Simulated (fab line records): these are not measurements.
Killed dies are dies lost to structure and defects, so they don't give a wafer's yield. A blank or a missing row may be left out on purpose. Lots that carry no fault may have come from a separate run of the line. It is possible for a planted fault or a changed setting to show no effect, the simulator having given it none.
Which tool was responsible? -- flow berkeley_cmos170 -- 7 lots, 21 wafers sampled, at 2 steps of a route of 331

## WHAT EACH GAUGE READ, for each wafer
UCB170_V1_THK_MEAS_01.
lot,measured,on,V1_TEOS_THK (nm)
L130,day 7 16:46,film_metro-04,1999 2046 2067
L133,day 8 18:41,film_metro-02,1774 1958 2022
L134,day 9 12:34,film_metro-03,1972 1969 2004
L141,day 10 01:53,film_metro-02,1961 2026 2009
L145,day 11 02:22,film_metro-03,2001 1987 2038
L147,day 11 05:50,film_metro-04,1992 2028 2018
L149,day 12 03:40,film_metro-04,1968 1996 1992

## WHAT TOOL EACH LOT RAN ON (gives the tool, then ch and the chambers of the sampled wafers, and finally the start)
lot,UCB170_V1_CVD_00
L130,"pecvd-04 ch 0,1, day 7 16:36"
L133,"pecvd-03 ch 0,1,2, day 8 18:32"
L134,"pecvd-02 ch 0,1,2, day 9 12:24"
L141,"pecvd-04 ch 0,1, day 10 01:42"
L145,"pecvd-04 ch 0,2, day 11 02:12"
L147,"pecvd-04 ch 1,2, day 11 05:40"
L149,"pecvd-02 ch 0,1,2, day 12 03:31"
- UCB170_V1_CVD_00: deposits SiO2 from TEOS/O2, target thk 2000 nm, time 250 s.

## THE ANSWER, worked out from the rows above alone
Rule: what is usual is taken from the lots themselves. Put in order of their means at a reading, lots are off if they are a third of the lots or fewer, leave a main group of 4 or more, and stand apart from it by a gap of 3 or more times the standard deviation of the main group's means; of several such gaps the widest counts. A main group whose means are all the same, to the digits that the tables above print for the reading, isn't used. Also off: a lot with no number at a reading for which 4 or more lots have one. The other lots that the step has rows for count as sound.
Off: at UCB170_V1_THK_MEAS_01 (V1_TEOS_THK), L133. Main group: mean 2004 nm, sd 19.
If a tool, at a process step before that reading, ran all the lots that are off and no sound lot after the first of them, it fits. Gauges at UCB170_V1_THK_MEAS_01: tried the same way as those tools. One candidate fits, namely pecvd-03 at UCB170_V1_CVD_00. It ran no sound lot before its first lot that is off in this sample, so the start can't be narrowed down.

## WHAT THE SIMULATOR PUT IN
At UCB170_V1_CVD_00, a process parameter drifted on pecvd-03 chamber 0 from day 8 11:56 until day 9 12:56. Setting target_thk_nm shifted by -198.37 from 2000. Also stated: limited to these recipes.
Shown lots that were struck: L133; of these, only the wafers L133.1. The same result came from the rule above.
